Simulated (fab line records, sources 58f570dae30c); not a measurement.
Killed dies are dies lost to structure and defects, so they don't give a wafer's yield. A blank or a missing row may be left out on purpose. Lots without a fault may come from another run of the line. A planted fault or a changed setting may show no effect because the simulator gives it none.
Chamber matching | flow berkeley_cmos170 | UCB170_ZERO_ETCH_06 on rie_diel-02: 4 sister chambers
The step etches SiO2 in CHF3/CF4/Ar, time 12 s. 16 wafers are shown with their chamber, then 8 later ones without.

WAFERS WITH THEIR CHAMBER
wafer  | chamber | throttle_valve_pct (%) | drypump_motor_current_A (A) | oes_product_au (a.u.)
L074.4 | 3       | 9.37                   | 6.4                         | 0.608
L074.5 | 1       | 9.10                   | 6.1                         | 0.617
L074.6 | 2       | 9.57                   | 6.4                         | 0.615
L075.3 | 1       | 9.10                   | 6.0                         | 0.627
L075.5 | 1       | 9.10                   | 6.0                         | 0.627
L075.6 | 2       | 9.57                   | 6.4                         | 0.620
L082.3 | 1       | 9.11                   | 6.0                         | 0.627
L082.5 | 3       | 9.37                   | 6.4                         | 0.608
L082.6 | 0       | 9.19                   | 5.7                         | 0.608
L085.2 | 0       | 9.21                   | 5.7                         | 0.604
L085.3 | 1       | 9.10                   | 6.1                         | 0.616
L085.5 | 0       | 9.21                   | 5.7                         | 0.606
L090.2 | 1       | 9.10                   | 6.1                         | 0.624
L090.3 | 3       | 9.37                   | 6.4                         | 0.599
L090.4 | 2       | 9.56                   | 6.4                         | 0.620
L091.3 | 0       | 9.19                   | 5.7                         | 0.614

SIGNATURES (means of the wafers above)
reading                 | chamber 0 | chamber 1 | chamber 2 | chamber 3 | scatter within a chamber
throttle_valve_pct      | 9.2000    | 9.1017    | 9.5667    | 9.3700    | 0.00677
drypump_motor_current_A | 5.700     | 6.050     | 6.400     | 6.400     | 0.0354
oes_product_au          | 0.60800   | 0.62300   | 0.61833   | 0.60500   | 0.00466
Rule: a wafer's distance from a chamber is the root of the sum, over the readings, of the square of ((its reading less the chamber's mean) divided by the reading's scatter). The wafer belongs to the nearest chamber; if the next one is less than 2 further off, it can't be placed. The scatter: the root of (the sum of the squares of (reading less its chamber's mean) over the shown wafers, divided by (wafers less chambers)).

WAFERS WITHOUT THEIR CHAMBER
wafer  | throttle_valve_pct (%) | drypump_motor_current_A (A) | oes_product_au (a.u.)
L091.4 | 9.56                   | 6.4                         | 0.622
L091.5 | 9.54                   | 6.4                         | 0.624
L092.3 | 9.55                   | 6.4                         | 0.621
L092.4 | 9.10                   | 6.0                         | 0.617
L092.6 | 9.21                   | 5.7                         | 0.608
L094.1 | 9.20                   | 5.7                         | 0.611
L094.4 | 9.56                   | 6.4                         | 0.624
L094.5 | 9.11                   | 6.1                         | 0.622

WHICH CHAMBER EACH WENT THROUGH
wafer  | from the rows above | in truth
L091.4 | 2                   | 2
L091.5 | 2                   | 2
L092.3 | 2                   | 2
L092.4 | 1                   | 1
L092.6 | 0                   | 0
L094.1 | 0                   | 0
L094.4 | 2                   | 2
L094.5 | 1                   | 1
Placed correctly: 8 of 8. Can't be placed from these rows: 0. Placed wrongly: 0.
